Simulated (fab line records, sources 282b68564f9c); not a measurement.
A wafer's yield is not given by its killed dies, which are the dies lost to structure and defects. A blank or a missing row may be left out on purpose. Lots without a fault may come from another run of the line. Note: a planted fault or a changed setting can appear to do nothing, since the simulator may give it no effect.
Which tool was responsible? -- flow rit_cmos -- Sampling: 15 lots, 45 wafers, 2 of 202 route steps

## WHAT THE GAUGES SHOWED, per wafer
RIT_FOX1_THK_MEAS_01.
lot,measured,on,FOX1_OXIDE_THK (nm)
L715,day 1 18:35,film_metro-02,339 341 340
L716,day 1 23:55,film_metro-01,360 359 355
L717,day 2 05:21,film_metro-01,524 536 529
L718,day 2 09:29,film_metro-02,345 347 341
L719,day 2 16:40,film_metro-02,526 528 536
L720,day 2 20:32,film_metro-02,344 348 354
L721,day 3 03:20,film_metro-03,545 543 544
L729,day 4 15:52,film_metro-02,348 350 351
L731,day 5 02:35,film_metro-01,348 350 348
L732,day 5 07:09,film_metro-03,337 346 343
L734,day 5 17:19,film_metro-01,352 351 347
L735,day 5 22:34,film_metro-01,346 353 351
L736,day 6 04:32,film_metro-02,331 336 340
L737,day 6 09:23,film_metro-02,352 354 353
L738,day 6 13:32,film_metro-03,356 355 358

## WHAT TOOL EACH LOT RAN ON (gives the tool, then ch and the chambers of the sampled wafers, and finally the start)
lot,RIT_FOX1_OXIDATION_00
L715,"furnace-04 ch 0, day 1 17:15"
L716,"furnace-04 ch 0, day 1 22:37"
L717,"furnace-04 ch 0, day 2 02:34"
L718,"furnace-04 ch 0, day 2 08:10"
L719,"furnace-04 ch 0, day 2 13:10 and furnace-03 ch 0, day 2 15:20"
L720,"furnace-03 ch 0, day 2 19:12"
L721,"furnace-03 ch 0, day 2 23:33"
L729,"furnace-01 ch 0, day 4 14:33"
L731,"furnace-04 ch 0, day 5 01:16"
L732,"furnace-03 ch 0, day 5 05:50"
L734,"furnace-01 ch 0, day 5 15:58"
L735,"furnace-03 ch 0, day 5 21:15"
L736,"furnace-01 ch 0, day 6 03:13"
L737,"furnace-01 ch 0, day 6 08:04"
L738,"furnace-03 ch 0, day 6 12:13"
- RIT_FOX1_OXIDATION_00: target thk 350.7 nm, ox time 1130 s.

## AS READ BY THE TOOLS THEMSELVES (means over the sampled wafers that have a number; for cases with no such wafer, the mark the record gives instead)
RIT_FOX1_OXIDATION_00.
lot,tool,spike_tc_centre_C (C)
L715,furnace-04,1102.8
L716,furnace-04,1103.7
L717,furnace-04,1103.6
L718,furnace-04,1104.0
L719,furnace-04/furnace-03,1102.5
L720,furnace-03,1102.5
L721,furnace-03,1102.3
L729,furnace-01,1102.1
L731,furnace-04,1103.5
L732,furnace-03,1104.0
L734,furnace-01,1101.5
L735,furnace-03,1102.2
L736,furnace-01,1101.6
L737,furnace-01,1100.9
L738,furnace-03,1102.4

## THE ANSWER, worked out from the rows above alone
Rule: the usual values come from the lots themselves. Put in order of their means at a reading, lots are off if they are a third of the lots or fewer, leave a main group of 4 or more, and stand apart from it by a gap of 3 or more times the standard deviation of the main group's means; of several such gaps the widest counts. If all means in a main group match to the digits the tables above print for the reading, that group is not used. Also off: a lot with no number at a reading for which 4 or more lots have one. Any other lot the step has rows for is counted as sound. After the gauges, taken in route order, come the tools' own readings; for these a lot's mean is taken, as printed above. At the first step where some lot is off, the reading lying furthest off is the one used; lots without a number count as furthest.
Off: at RIT_FOX1_THK_MEAS_01 (FOX1_OXIDE_THK), L717, L719, L721. The main group: mean 348 nm, standard deviation 6.3.
A tool fits if, at a process step before that reading, it ran every lot that is off, and no sound lot after the first of them. Those tools and the gauges at RIT_FOX1_THK_MEAS_01 are tried in the same way. None of those tried fits.

## WHAT THE SIMULATOR HAD PUT IN
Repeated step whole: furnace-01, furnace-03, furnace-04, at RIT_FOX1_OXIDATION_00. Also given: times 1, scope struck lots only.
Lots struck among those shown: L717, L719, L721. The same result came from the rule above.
